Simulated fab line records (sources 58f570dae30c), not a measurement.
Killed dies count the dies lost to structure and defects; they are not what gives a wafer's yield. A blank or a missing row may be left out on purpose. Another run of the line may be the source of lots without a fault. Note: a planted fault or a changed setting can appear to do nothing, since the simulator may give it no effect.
Split-lot trial	flow berkeley-cmos170	5 lots, 23 wafers read, on a route of 331 steps

SPLIT DETAILS
At UCB170_SDANNEAL_RTA_01 (time 5 s), the setting time-s was moved away from the recipe's 5 s on 7 of the 23 wafers read, by -4.2% to +10.4%. For the rest of the wafers, this setting stayed at what the recipe calls for.

FROM SPLIT TO READING: 1 step shown by the file between the two
- UCB170_SDANNEAL_RS_MEAS_02: measures by four-point-probe

THE READING
NSD_RS (ohm/sq), read at UCB170_SDANNEAL_RS_MEAS_03 with a four-point probe. On this fab line, fault-free wafers typically give 37.26 ohm/sq with a standard deviation of 0.095 ohm/sq.

wafer	tool, chamber at the split	time-s as run, s	against the recipe	NSD_RS, ohm/sq	against lot-mates on the recipe
L075.1	rtp-anneal-01, 0	5	recipe	37.14	-
L075.2	rtp-anneal-01, 0	5.339	+6.8%	36.99	-0.25
L075.3	rtp-anneal-01, 0	5	recipe	37.24	-
L075.4	rtp-anneal-01, 0	5.339	+6.8%	37.07	-0.17
L075.5	rtp-anneal-01, 0	5	recipe	37.35	-
L077.2	rtp-anneal-02, 0	5	recipe	37.36	-
L077.3	rtp-anneal-02, 0	5	recipe	37.27	-
L077.4	rtp-anneal-02, 0	5	recipe	37.34	-
L078.1	rtp-anneal-01, 0	5	recipe	37.25	-
L078.2	rtp-anneal-01, 0	5	recipe	37.26	-
L078.3	rtp-anneal-01, 0	5	recipe	37.26	-
L078.5	rtp-anneal-01, 0	4.792	-4.2%	37.36	+0.10
L078.6	rtp-anneal-01, 0	4.792	-4.2%	37.30	+0.04
L080.1	rtp-anneal-02, 0	5	recipe	37.25	-
L080.2	rtp-anneal-02, 0	5.52	+10.4%	36.90	-0.35
L080.3	rtp-anneal-02, 0	5.52	+10.4%	36.81	-0.44
L080.5	rtp-anneal-02, 0	5	recipe	37.26	-
L080.6	rtp-anneal-02, 0	5.52	+10.4%	36.82	-0.43
L084.1	rtp-anneal-02, 0	5	recipe	37.32	-
L084.2	rtp-anneal-02, 0	5	recipe	37.29	-
L084.3	rtp-anneal-02, 0	5	recipe	37.36	-
L084.4	rtp-anneal-02, 0	5	recipe	37.40	-
L084.6	rtp-anneal-02, 0	5	recipe	37.36	-

THE FIT
A straight line over all 23 wafers: NSD_RS changes by -0.0384 ohm/sq for each +1% of time-s; r = -0.92; the points scatter about the line by 0.071 ohm/sq.
The same after taking each lot's own level away (the mean of its wafers on the recipe; 23 wafers): -0.0355 ohm/sq for each +1%; r = -0.94; scatter 0.053 ohm/sq.
On that fit, the largest move of time-s shifts the reading by 0.37 ohm/sq.
The span of the lots' own levels, 37.243 to 37.346 ohm/sq, comes to 1.1 times the standard deviation stated above.
The two slopes are in agreement: the lot-to-lot level therefore moves the slope only a little.
Check: -0.386 ohm/sq against its lot-mates is what the line predicts for one of the wafers moved furthest among these (+10.4%) when that wafer is left out of the fit. It came out at -0.355 ohm/sq against them.

OTHER SPLITS ON THESE WAFERS
Other splits were also applied to these wafers ahead of the reading. Each is held against what the fit with the lots' levels taken away leaves over:
other split on the same wafers	wafers away from the commonest value	r with NSD_RS (lot level and that fit taken away)
UCB170_BACKSIDE_STRIP_03 power-w	7	-0.39

THE WHOLE CHAIN: every reading that the file lists as answering this split, in the file's order
step	what it does	reading	change (the file's fit)	r (the file's)
UCB170_SDANNEAL_RS_MEAS_02	measures by four-point-probe	PSD_RS	-0.15 for each +1% of the setting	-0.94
UCB170_SDANNEAL_RS_MEAS_03	measures by four-point-probe	NSD_RS	-0.0352 for each +1% of the setting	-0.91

THE FILE'S OWN FIT
NSD_RS changes by -0.0352 ohm/sq for each +1% of time-s, r = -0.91.
